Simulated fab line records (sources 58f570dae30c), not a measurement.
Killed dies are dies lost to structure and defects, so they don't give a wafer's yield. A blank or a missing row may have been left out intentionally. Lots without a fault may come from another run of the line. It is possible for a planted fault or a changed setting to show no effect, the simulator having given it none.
Code-filled problem report in 8D (eight disciplines) form | flow berkeley-cmos170 | the parts of the form that need people (team, actions taken, sign-off) are left out

== 1. THE PROBLEM ==
Mean of exposure-dose-mJ-cm2 at UCB170_CONTACT_EXPOSE_12: 34.84 over 3 wafers from 1 lot, against 34.99 (standard deviation 0.031) on wafers with no fault. Measured from the usual mean, that is -4.9 standard deviations.
The step: exposes mask CONT, target cd 700 nm.
The first sign was on wafer L145.1 at day 10 16:35, on krf-scanner-01. The record has a number at this step for 15 wafers belonging to 5 lots. By rule, "out" or "out of limits" means more than 4 standard deviations away from the usual mean. The rest of the wafers with a number are treated as sound.

== 2. WHAT IT IS, WHAT IT ISN'T ==
question                    | is                     | is not
which readings at this step | exposure-dose-mJ-cm2   | focus-offset-nm
which lots                  | L145                   | L132, L134, L135, L148
which wafers of those lots  | all that have a number | -
read on which tools         | krf-scanner-01         | krf-scanner-02
when                        | from day 10 16:35      | up to then (9 sound wafers); but 3 sound wafers of L148 came after

== 3. WHAT RULES OUT EACH SUSPECT ==
Counting: a tool at a process step up to the reading stays a suspect if it ran every lot that is out and no sound lot after the first of them.
- plasma-asher-01 at UCB170_CONTACT_STRIP_06 (strips in O2): kept. It ran the lot that is out, L145 (day 10 15:40), and no sound lot after that.
- rtp-anneal-02 at UCB170_CONTACT_RTA_08 (time 10 s): kept. It ran the lot that is out, L145 (day 10 15:59), and no sound lot after that; its last sound lot up to then is L135 (day 8 11:19).
- krf-scanner-01 at UCB170_CONTACT_EXPOSE_12 (exposes mask CONT, target cd 700 nm): kept. It ran the lot that is out, L145 (day 10 16:35), and no sound lot after that; its last sound lot up to then is L134 (day 8 01:37). Out on those wafers are its own readings of exposure-dose-mJ-cm2.
The count leaves plasma-asher-01 at UCB170_CONTACT_STRIP_06, rtp-anneal-02 at UCB170_CONTACT_RTA_08, and krf-scanner-01 at UCB170_CONTACT_EXPOSE_12.

== 4. THE CAUSE (what the simulator had put in) ==
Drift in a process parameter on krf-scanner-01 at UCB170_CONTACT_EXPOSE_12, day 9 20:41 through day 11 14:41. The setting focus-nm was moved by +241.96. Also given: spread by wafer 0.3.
3 suspects survive the count, and this tool is in that group.

== 5. SEQUENCE OF EFFECTS, ordered by route ==
Each row: a reading where the mean over the struck wafers with a number is more than 3 standard deviations away from the usual. Only readings for which the record gives a usual standard deviation are gone through. hours: the time from each lot's start at the first step in this table that gives one to its start at this step, as a median over the lots. sigmas: the change in usual standard deviations.
hours | step                     | reading              | usual | on struck wafers | change | sigmas
0     | UCB170_CONTACT_EXPOSE_12 | exposure-dose-mJ-cm2 | 34.99 | 34.84            | -0.15  | -4.9
The process steps in it:
- UCB170_CONTACT_EXPOSE_12: exposes mask CONT, target cd 700 nm.

== 6. WHAT WOULD HAVE CAUGHT IT SOONER ==
20 hours passed between the start of the fault at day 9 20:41 and the first reading out of limits in this record, taken at day 10 16:35.
